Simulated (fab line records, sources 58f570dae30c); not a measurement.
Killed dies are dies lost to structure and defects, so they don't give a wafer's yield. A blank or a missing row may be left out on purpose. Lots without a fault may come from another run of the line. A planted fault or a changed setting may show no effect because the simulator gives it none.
A sampling plan put to the test | flow berkeley_cmos170 | one fab line, 38 faults that these records tell of, each judged on the records of the lots that it struck
The plan is the line's own looks: the steps of the route at which a gauge or an inspection reads the wafer and doesn't change it. A look can be judged if struck wafers have a number there and the file gives its usual mean and standard deviation on fault-free wafers. Caught: at a look after the fault's first step, the mean of the struck wafers lies 4 or more of those standard deviations (sigma) from the usual mean. On the tool: the same test on the tool's own readings at the fault's steps. Another recipe on the struck wafers, or a record that is blank for them alone, also counts as caught.

THE FAULTS, as the simulator had put them in
1. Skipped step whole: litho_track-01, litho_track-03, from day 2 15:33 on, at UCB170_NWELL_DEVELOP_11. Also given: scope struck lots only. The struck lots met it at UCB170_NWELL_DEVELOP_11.
2. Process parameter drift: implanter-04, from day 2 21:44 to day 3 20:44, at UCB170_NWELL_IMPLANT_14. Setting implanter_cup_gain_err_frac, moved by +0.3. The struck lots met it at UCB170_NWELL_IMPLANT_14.
3. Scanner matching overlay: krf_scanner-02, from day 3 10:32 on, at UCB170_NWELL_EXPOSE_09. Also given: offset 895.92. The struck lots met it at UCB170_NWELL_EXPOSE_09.
4. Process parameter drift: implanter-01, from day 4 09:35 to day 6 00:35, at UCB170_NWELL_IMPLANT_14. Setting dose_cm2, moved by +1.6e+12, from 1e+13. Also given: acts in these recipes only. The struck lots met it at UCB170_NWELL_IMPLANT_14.
5. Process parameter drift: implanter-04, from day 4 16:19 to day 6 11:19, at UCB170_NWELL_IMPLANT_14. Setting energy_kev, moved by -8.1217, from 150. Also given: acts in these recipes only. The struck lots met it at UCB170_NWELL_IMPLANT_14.
6. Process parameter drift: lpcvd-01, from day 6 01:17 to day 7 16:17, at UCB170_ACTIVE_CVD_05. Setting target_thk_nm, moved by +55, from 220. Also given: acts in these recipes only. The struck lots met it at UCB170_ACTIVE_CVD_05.
7. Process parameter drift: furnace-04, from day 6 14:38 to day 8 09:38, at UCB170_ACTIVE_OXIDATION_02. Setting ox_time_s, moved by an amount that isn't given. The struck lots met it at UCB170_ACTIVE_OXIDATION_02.
8. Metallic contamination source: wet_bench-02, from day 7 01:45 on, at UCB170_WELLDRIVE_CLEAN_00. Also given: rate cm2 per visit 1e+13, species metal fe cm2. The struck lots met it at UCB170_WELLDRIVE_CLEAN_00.
9. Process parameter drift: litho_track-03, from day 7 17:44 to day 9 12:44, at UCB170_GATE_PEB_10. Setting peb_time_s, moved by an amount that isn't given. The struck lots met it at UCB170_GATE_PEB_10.
10. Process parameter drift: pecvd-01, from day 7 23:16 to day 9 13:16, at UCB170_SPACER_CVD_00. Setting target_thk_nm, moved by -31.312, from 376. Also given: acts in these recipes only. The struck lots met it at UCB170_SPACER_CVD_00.
11. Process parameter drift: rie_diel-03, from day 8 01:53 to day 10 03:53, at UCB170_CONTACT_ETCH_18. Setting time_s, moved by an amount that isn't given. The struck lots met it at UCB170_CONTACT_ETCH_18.
12. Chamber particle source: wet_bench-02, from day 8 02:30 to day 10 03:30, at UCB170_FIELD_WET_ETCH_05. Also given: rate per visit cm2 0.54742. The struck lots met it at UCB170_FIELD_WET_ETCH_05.
13. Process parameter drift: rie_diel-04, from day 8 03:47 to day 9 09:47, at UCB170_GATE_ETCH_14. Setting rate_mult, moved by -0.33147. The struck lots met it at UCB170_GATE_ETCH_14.
14. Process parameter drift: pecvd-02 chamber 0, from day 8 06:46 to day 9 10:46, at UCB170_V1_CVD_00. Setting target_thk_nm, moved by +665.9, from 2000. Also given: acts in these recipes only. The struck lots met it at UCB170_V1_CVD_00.
15. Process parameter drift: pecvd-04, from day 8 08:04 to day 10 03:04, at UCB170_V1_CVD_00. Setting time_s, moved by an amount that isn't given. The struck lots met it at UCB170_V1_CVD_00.
16. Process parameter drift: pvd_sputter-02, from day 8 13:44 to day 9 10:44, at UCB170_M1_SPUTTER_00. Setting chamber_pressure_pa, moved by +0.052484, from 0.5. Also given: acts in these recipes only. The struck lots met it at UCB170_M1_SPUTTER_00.
17. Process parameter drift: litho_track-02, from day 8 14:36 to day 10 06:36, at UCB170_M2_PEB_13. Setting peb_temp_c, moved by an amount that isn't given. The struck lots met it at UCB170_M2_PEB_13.
18. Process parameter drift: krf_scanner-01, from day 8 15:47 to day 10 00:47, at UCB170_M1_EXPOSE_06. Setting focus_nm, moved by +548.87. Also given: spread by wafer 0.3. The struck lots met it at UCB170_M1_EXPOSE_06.
19. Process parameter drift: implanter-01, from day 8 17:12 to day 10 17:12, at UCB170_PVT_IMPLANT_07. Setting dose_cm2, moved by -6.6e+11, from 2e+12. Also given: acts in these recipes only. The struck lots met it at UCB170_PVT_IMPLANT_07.
20. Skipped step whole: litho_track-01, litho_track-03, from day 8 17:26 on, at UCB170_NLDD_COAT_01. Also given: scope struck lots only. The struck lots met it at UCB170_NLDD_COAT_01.
21. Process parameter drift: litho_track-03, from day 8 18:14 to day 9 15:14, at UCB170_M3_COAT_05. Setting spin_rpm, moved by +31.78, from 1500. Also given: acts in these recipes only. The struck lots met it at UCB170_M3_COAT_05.
22. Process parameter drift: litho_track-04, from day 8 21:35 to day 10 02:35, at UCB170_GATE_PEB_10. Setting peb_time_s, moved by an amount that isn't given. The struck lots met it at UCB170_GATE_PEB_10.
23. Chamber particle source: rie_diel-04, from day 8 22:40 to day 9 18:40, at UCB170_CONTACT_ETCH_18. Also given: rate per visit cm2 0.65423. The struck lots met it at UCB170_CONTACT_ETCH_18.
24. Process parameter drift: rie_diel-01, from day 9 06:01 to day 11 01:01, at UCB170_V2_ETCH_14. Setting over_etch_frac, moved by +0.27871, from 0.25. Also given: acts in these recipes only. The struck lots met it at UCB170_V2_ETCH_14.
25. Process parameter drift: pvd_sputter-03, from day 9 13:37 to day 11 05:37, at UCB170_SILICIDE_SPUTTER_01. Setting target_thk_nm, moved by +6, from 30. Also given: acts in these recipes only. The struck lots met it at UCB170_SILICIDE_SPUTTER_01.
26. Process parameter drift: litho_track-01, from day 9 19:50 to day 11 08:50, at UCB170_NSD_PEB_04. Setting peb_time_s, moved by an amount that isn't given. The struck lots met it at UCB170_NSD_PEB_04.
27. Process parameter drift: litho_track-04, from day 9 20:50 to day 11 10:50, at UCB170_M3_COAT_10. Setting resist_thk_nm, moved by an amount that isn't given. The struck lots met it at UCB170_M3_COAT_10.
28. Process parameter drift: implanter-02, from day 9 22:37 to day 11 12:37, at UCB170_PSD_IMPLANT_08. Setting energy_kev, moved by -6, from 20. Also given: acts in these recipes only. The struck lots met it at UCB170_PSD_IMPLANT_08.
29. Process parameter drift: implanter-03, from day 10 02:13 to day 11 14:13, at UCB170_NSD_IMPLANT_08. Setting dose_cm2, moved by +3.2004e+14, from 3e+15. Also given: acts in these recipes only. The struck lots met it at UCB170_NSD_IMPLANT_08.
30. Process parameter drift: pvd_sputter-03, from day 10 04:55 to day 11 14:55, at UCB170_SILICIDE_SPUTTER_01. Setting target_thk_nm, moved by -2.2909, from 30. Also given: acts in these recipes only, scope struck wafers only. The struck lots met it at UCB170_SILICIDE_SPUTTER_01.
31. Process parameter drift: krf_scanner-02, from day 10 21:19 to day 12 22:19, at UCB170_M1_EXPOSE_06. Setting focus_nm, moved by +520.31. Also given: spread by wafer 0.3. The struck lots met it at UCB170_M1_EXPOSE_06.
32. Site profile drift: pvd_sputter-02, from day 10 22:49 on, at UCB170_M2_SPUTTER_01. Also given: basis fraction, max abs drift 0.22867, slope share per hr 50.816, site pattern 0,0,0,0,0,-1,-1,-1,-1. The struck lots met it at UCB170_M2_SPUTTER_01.
33. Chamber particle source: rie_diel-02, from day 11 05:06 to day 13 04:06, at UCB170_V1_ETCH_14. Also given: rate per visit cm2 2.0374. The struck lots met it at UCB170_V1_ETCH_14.
34. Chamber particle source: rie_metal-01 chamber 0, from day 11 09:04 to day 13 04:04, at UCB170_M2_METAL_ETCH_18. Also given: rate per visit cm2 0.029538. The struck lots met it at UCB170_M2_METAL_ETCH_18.
35. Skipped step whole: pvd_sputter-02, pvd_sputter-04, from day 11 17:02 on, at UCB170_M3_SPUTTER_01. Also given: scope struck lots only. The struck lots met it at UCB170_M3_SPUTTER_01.
36. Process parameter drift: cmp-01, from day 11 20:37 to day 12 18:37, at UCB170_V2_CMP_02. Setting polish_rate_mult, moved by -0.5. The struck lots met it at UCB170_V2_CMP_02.
37. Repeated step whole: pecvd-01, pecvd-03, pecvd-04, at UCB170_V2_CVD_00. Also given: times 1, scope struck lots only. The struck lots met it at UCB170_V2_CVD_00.
38. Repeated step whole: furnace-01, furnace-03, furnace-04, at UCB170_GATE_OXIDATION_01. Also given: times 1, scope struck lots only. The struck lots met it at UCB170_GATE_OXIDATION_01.

WHAT THE PLAN SAW
fault | on the tool itself                               | first look that catches it                      | reading, sigma                                    | median hours from its first step to that look | hours from the fault's start to the first struck lot there | judged looks passed uncaught
1     | no reading that can be judged                    | no look after it can be judged                  | -                                                 | -                                             | -                                                          | 0
2     | faraday_current_uA +14 sigma                     | UCB170_NWELL_TW_MEAS_16                         | NWELL_TW -14                                      | 0.2                                           | 3                                                          | 0
3     | no reading that can be judged                    | UCB170_NWELL_OVL_MEAS_12                        | NWELL_OVL +99 or beyond                           | 0.5                                           | 8                                                          | 0
4     | dose_ions_cm2 +99 or beyond sigma                | UCB170_NWELL_TW_MEAS_16                         | NWELL_TW +8.7                                     | 0.2                                           | 9                                                          | 0
5     | beam_energy_keV -99 or beyond sigma              | no look after it can be judged                  | -                                                 | -                                             | -                                                          | 0
6     | under 2 sigma                                    | UCB170_ACTIVE_THK_MEAS_06                       | ACTIVE_NITRIDE_THK +22                            | 1.9                                           | 13                                                         | 0
7     | under 2 sigma                                    | UCB170_ACTIVE_THK_MEAS_03                       | ACTIVE_OXIDE_THK -9.0                             | 1.4                                           | 7                                                          | 0
8     | under 2 sigma                                    | none of the 6 looks that can be judged after it | -                                                 | -                                             | -                                                          | 6
9     | heater_power_total_W +31 sigma                   | UCB170_GATE_CD_MEAS_12                          | cd_nm +4.3                                        | 0.3                                           | 1                                                          | 0
10    | under 2 sigma                                    | UCB170_SPACER_THK_MEAS_01                       | SPACER_TEOS_THK -7.7                              | 0.0                                           | 1                                                          | 0
11    | run_length_s -99 or beyond sigma                 | no look after it can be judged                  | -                                                 | -                                             | -                                                          | 0
12    | under 2 sigma                                    | none of the 6 looks that can be judged after it | -                                                 | -                                             | -                                                          | 6
13    | oes_product_au -10 sigma                         | no look after it can be judged                  | -                                                 | -                                             | -                                                          | 0
14    | under 2 sigma                                    | UCB170_V1_THK_MEAS_01                           | V1_TEOS_THK +29                                   | 0.1                                           | 11                                                         | 0
15    | run_length_s -59 sigma                           | UCB170_V1_THK_MEAS_01                           | V1_TEOS_THK -13                                   | 0.2                                           | 12                                                         | 0
16    | chamber_pressure_pa +58 sigma                    | none of the 2 looks that can be judged after it | strongest: M1_AL_RS at UCB170_M1_RS_MEAS_01, +3.7 | -                                             | -                                                          | 2
17    | heater_power_total_W -99 or beyond sigma         | UCB170_M2_CD_MEAS_15                            | cd_nm +78                                         | 0.3                                           | 13                                                         | 0
18    | exposure_dose_mJ_cm2 -16 sigma                   | UCB170_M1_CD_MEAS_09                            | cd_nm -10                                         | 0.8                                           | 20                                                         | 0
19    | dose_ions_cm2 -99 or beyond sigma                | UCB170_PVT_TW_MEAS_09                           | PVT_TW -22                                        | 0.2                                           | 1                                                          | 0
20    | the tool's record is blank for the struck wafers | no look after it can be judged                  | -                                                 | -                                             | -                                                          | 0
21    | spin_speed_rpm +31 sigma                         | not the one look that can be judged after it    | -                                                 | -                                             | -                                                          | 1
22    | heater_power_total_W +30 sigma                   | UCB170_GATE_CD_MEAS_12                          | cd_nm +4.2                                        | 0.3                                           | 8                                                          | 0
23    | under 2 sigma                                    | no look after it can be judged                  | -                                                 | -                                             | -                                                          | 0
24    | oes_product_au -7.2 sigma                        | no look after it can be judged                  | -                                                 | -                                             | -                                                          | 0
25    | under 2 sigma                                    | UCB170_SILICIDE_RS_MEAS_02                      | SILICIDE_TI_RS -13                                | 0.0                                           | 9                                                          | 0
26    | heater_power_total_W +99 or beyond sigma         | UCB170_NSD_CD_MEAS_06                           | cd_nm -19                                         | 0.3                                           | 1                                                          | 0
27    | no reading that can be judged                    | not the one look that can be judged after it    | strongest: cd_nm at UCB170_M3_CD_MEAS_15, +2.6    | -                                             | -                                                          | 1
28    | beam_energy_keV -99 or beyond sigma              | UCB170_PSD_TW_MEAS_10                           | PSD_TW -17                                        | 0.2                                           | 7                                                          | 0
29    | dose_ions_cm2 +91 sigma                          | UCB170_SDANNEAL_RS_MEAS_03                      | NSD_RS -17                                        | 1.9                                           | 8                                                          | 0
30    | under 2 sigma                                    | UCB170_SILICIDE_RS_MEAS_02                      | SILICIDE_TI_RS +8.1                               | 0.0                                           | 6                                                          | 0
31    | exposure_dose_mJ_cm2 -13 sigma                   | UCB170_M1_CD_MEAS_09                            | cd_nm -5.4                                        | 0.6                                           | 21                                                         | 0
32    | under 2 sigma                                    | UCB170_M2_RS_MEAS_02                            | M2_AL_RS +13                                      | 0.1                                           | 3                                                          | 0
33    | under 2 sigma                                    | none of the 9 looks that can be judged after it | -                                                 | -                                             | -                                                          | 9
34    | under 2 sigma                                    | not the one look that can be judged after it    | -                                                 | -                                             | -                                                          | 1
35    | the tool's record is blank for the struck wafers | no look after it can be judged                  | -                                                 | -                                             | -                                                          | 0
36    | under 2 sigma                                    | UCB170_V2_THK_MEAS_04                           | V2_POLISHED_THK +99 or beyond                     | 0.6                                           | 8                                                          | 0
37    | under 2 sigma                                    | UCB170_V2_THK_MEAS_01                           | V2_TEOS_THK +90                                   | 0.5                                           | -                                                          | 0
38    | under 2 sigma                                    | UCB170_GATE_THK_MEAS_02                         | GATE_OXIDE_THK +38                                | 4.3                                           | -                                                          | 0
A dash: the fault isn't caught, or these records don't give the number.

Caught at a look: 23 of 38. Caught on the tool: 20 of 38. By one or the other: 31 of 38.
Caught on the tool alone: faults 5, 11, 13, 16, 20, 21, 24, 35.
Caught at a look alone: faults 3, 6, 7, 10, 14, 25, 30, 32, 36, 37, 38.
Caught by neither: faults 1, 8, 12, 23, 27, 33, 34.

THINNER SAMPLING
If the look that catches a fault measured only every second or every third lot, by lot number, the first struck lot would be measured this late in the worst case:
fault | struck lots at that look, in order of time | every lot | every second lot | every third lot
2     | L178, L181                                 | 3 h       | 21 h             | may miss all 2
3     | L196, L198, L199                           | 8 h       | 22 h             | may miss all 3
4     | L587, L592                                 | 9 h       | 31 h             | may miss all 2
6     | L114, L113                                 | 13 h      | 13 h             | may miss all 2
7     | L503, L502                                 | 7 h       | 7 h              | may miss all 2
9     | L347, L353                                 | 1 h       | may miss all 2   | may miss all 2
10    | L840, L844                                 | 1 h       | may miss all 2   | may miss all 2
14    | L326, L325                                 | 11 h      | 13 h             | may miss all 2
15    | L206, L205, L207                           | 12 h      | 12 h             | 33 h
17    | L421, L427                                 | 13 h      | may miss all 2   | may miss all 2
18    | L188                                       | 20 h      | may miss it      | may miss it
19    | L566, L571                                 | 1 h       | 11 h             | may miss all 2
22    | L987, L985, L992                           | 8 h       | 27 h             | 27 h
25    | L676, L679                                 | 9 h       | 21 h             | may miss all 2
26    | L538, L542                                 | 1 h       | may miss all 2   | may miss all 2
28    | L274, L273                                 | 7 h       | 7 h              | may miss all 2
29    | L757, L758                                 | 8 h       | 14 h             | may miss all 2
30    | L559                                       | 6 h       | may miss it      | may miss it
31    | L992, L993                                 | 21 h      | 21 h             | may miss all 2
32    | L825, L828                                 | 3 h       | 11 h             | may miss all 2
36    | L299, L300                                 | 8 h       | 8 h              | may miss all 2
Hours are from the fault's start to the first struck lot that is measured. The limit of 4 sigma was tested on all struck wafers together, so one lot alone may lie under it. Other struck lots may not be in these records.

THE LONGEST TIMED WAY FROM STEP TO LOOK
Fault 38: a median of 4.3 hours passes between UCB170_GATE_OXIDATION_01 and UCB170_GATE_THK_MEAS_02. No look between them can be judged.
